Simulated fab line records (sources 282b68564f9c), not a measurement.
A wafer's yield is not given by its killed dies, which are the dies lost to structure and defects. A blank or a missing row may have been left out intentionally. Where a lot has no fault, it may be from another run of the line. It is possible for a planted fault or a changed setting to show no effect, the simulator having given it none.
Struck lot and sound lot, side by side | flow ritCmos | 18 steps out of a route of 202
Sound: wafers L696.1, L696.3, L696.5. Wafers L703.1, L703.2, L703.6 were the ones struck. At the end, the cause is stated.
Per side, at each step with rows, come the tool, then ch with its chambers, and then its first start. Under that, the readings that differ: sound wafers | struck wafers | difference of the means | sigmas: that difference in standard deviations of wafers without a fault.
alike: same words and numbers on both sides, and readings whose means sit less than 2 such deviations apart. not compared: any withheld reading, any reading some wafer has no value for, any bound like >300 that may hide the same value, and any number with overlapping values for which the record gives no deviation.
Wherever a step has rows on one side only, a row that says differs or no value, or a row with sigmas, the two part there. Numbers that don't overlap but have no deviation are shown without sigmas and don't part them. A reading that every wafer of one side lacks parts them only if that side has two wafers or more.

first, 4 steps without rows for these wafers: RIT_NSD_SOFTBAKE_02 (time 60 s); RIT_NSD_EXPOSE_03 (exposes mask M9, target cd 40700 nm); RIT_NSD_PEB_04; RIT_NSD_DEVELOP_05 (develop time 50 s).
RIT_NSD_OVL_MEAS_06:
  sound on overlay-01 at day 3 06:56; struck on overlay-01 at day 4 19:57
  alike: NSD_OVL
then, 2 steps without rows for these wafers: RIT_NSD_HARDBAKE_07 (time 60 s); RIT_NSD_IMPLANT_08.
RIT_NSD_STRIP_09: strips in O2, time 180 s.
  sound on plasmaAsher-04 ch 0,1, day 3 07:16; struck on plasmaAsher-03 ch 0,1, day 4 20:17
  alike: drypumpMotorCurrentA
  not compared: rfHoursCounterH
RIT_NSD_TW_MEAS_10:
  sound on filmMetro-02 at day 3 07:26; struck on filmMetro-02 at day 4 20:28
  alike: NSD_TW
then, 3 steps without rows for these wafers: RIT_PSD_HMDS_00 (prime time 60 s); RIT_PSD_COAT_01 (resist thk 1000 nm); RIT_PSD_SOFTBAKE_02 (time 60 s).
RIT_PSD_EXPOSE_03: exposes mask M10, target cd 40900 nm.
  sound on ilineStepper-02 ch 0, day 3 07:57; struck on ilineStepper-01 ch 0, day 4 20:58
reading                   | sound                   | struck               | difference | sigmas
model.PSD.overlayXNm (nm) | -0.5294 -0.5294 -0.5294 | -151.3 -151.3 -151.3 | -150.8     | 
  alike: mask
then, 2 steps without rows for these wafers: RIT_PSD_PEB_04; RIT_PSD_DEVELOP_05 (develop time 50 s).
RIT_PSD_OVL_MEAS_06:
  sound on overlay-02 at day 3 08:21; struck on overlay-02 at day 4 21:22
reading      | sound          | struck               | difference | sigmas
PSD_OVL (nm) | -1.9 -0.7 -0.2 | -151.5 -152.4 -150.8 | -150.6     | -99 or more
then, 1 step without rows for these wafers: RIT_PSD_HARDBAKE_07 (time 60 s).
RIT_M1_PROBE_99:
  sound on prober-01 at day 3 16:35; struck on prober-02 at day 5 06:16
reading                                            | sound                | struck               | difference | sigmas
model.etest.selectEdgeDiodeP.leakLog10A (angstrom) | -10.41 -10.47 -10.26 | -9.142 -9.394 -9.417 | +1.062     | 
  alike: killedAtFrontEnd, killedDies, killedOpen, killedShort

## WHERE THEY PART
Within this record, at RIT_PSD_OVL_MEAS_06 only. Later steps at which nothing parts them and some readings are alike: RIT_M1_PROBE_99.

WHY: what the simulator had put in
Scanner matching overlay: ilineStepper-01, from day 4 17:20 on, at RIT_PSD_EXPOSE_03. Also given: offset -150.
